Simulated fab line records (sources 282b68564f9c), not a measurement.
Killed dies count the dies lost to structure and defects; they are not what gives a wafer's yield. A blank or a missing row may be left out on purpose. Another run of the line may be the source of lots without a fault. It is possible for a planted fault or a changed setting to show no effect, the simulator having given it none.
Problem report in the 8D (eight disciplines) form, filled by code / flow rit-cmos / the parts of the form that need people (team, actions taken, sign-off) are left out

## 1. THE ISSUE
Mean FOX1_OXIDE_THK at RIT_FOX1_THK_MEAS_01: 304 nm over 9 wafers in 3 lots; fault-free wafers: 353 nm, standard deviation 8.5. Relative to the usual mean, that is a shift of -5.8 standard deviations.
First observed at day 4 13:35: wafer L304.1, on film-metro-02. At this step, 45 wafers from 15 lots have a number in the record. The rule behind "out" and "out of limits": a value lying over 4 standard deviations away from the usual mean. Any other wafer with a number is counted as sound.

## 2. WHAT THIS IS AND IS NOT
question=which readings at this step | is=FOX1_OXIDE_THK | is not=-
question=which lots | is=L304, L305, L308 | is not=L291, L292, L294, L295, L296, L298, L299, L300, L302, L303, L311, L314
question=which wafers of those lots | is=all that have a number | is not=-
question=read on which gauges | is=film-metro-02, film-metro-03 | is not=film-metro-01
question=when | is=from day 4 13:35 | is not=up to then (30 sound wafers); but 6 sound wafers of L311, L314 came after

## 3. THE SUSPECTS, EACH WITH WHAT RULES IT OUT
Counting: any tool at a process step up to the reading is kept as a suspect provided that every lot that is out went through it and no sound lot did after the first of them.
- the gauge at RIT_FOX1_THK_MEAS_01: ruled out. Those wafers that are out were read across 2 gauges (film-metro-02, film-metro-03).
- furnace-03 at RIT_FOX1_OXIDATION_00 (target thk 350.7 nm, ox time 1130 s): kept. It processed each lot that is out, first L304 at day 4 12:16, and no sound lot thereafter; up to then, the last sound lot it processed was L300 at day 3 19:17. Its own readings are out on those wafers: spike-tc-centre-C, spike-tc-load-C, spike-tc-source-C, tube-center-temp-C, tube_center_temp_C_max.
After counting, what remains is furnace-03 at RIT_FOX1_OXIDATION_00.

## 4. THE CAUSE (what the simulator had put in)
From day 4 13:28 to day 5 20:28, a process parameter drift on furnace-03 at RIT_FOX1_OXIDATION_00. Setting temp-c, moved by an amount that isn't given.
Only this tool survived the counting.

## 5. THE CHAIN OF EFFECTS, in route order
Rows list readings where the struck wafers' mean (over those with a number) sits beyond 3 standard deviations from the usual. Readings are gone through only where the record gives a usual standard deviation; hours: the median, over the lots, of the time from a lot's start at the first step in this table giving one to that lot's start at this step; sigmas: the change measured in usual standard deviations.
hours=0; step=RIT_FOX1_OXIDATION_00; reading=spike-tc-centre-C; usual=1102.9 C; on struck wafers=1077.1; change=-25.8; sigmas=-23
hours=0; step=RIT_FOX1_OXIDATION_00; reading=spike-tc-load-C; usual=1126 C; on struck wafers=1106; change=-20; sigmas=-5.8
hours=0; step=RIT_FOX1_OXIDATION_00; reading=spike-tc-source-C; usual=1126.4 C; on struck wafers=1102.1; change=-24.3; sigmas=-19
hours=0; step=RIT_FOX1_OXIDATION_00; reading=tube-center-temp-C; usual=1100 C; on struck wafers=1075; change=-25; sigmas=-99 or more
hours=0; step=RIT_FOX1_OXIDATION_00; reading=tube_center_temp_C_max; usual=1102.8; on struck wafers=1077.9; change=-24.9; sigmas=-53
hours=1; step=RIT_FOX1_THK_MEAS_01; reading=FOX1_OXIDE_THK; usual=353 nm; on struck wafers=304; change=-49; sigmas=-5.8
Here are the process steps it includes:
- RIT_FOX1_OXIDATION_00: target thk 350.7 nm, ox time 1130 s.

## 6. WHAT WOULD HAVE CAUGHT IT SOONER
0 hours passed between the start of the fault at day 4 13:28 and the first reading out of limits at a measuring or inspecting step in this record, taken at day 4 13:35.
Tool's own readings at RIT_FOX1_OXIDATION_00, spike-tc-centre-C, spike-tc-load-C, spike-tc-source-C, tube-center-temp-C, tube_center_temp_C_max: out on all struck wafers the step has rows for; an alarm limit on them would have tripped on the first.
L305, L308, from the lots that are out (3), started RIT_FOX1_OXIDATION_00 on furnace-03 later than day 4 13:35. A hold on the tool at that time would have spared those 2.
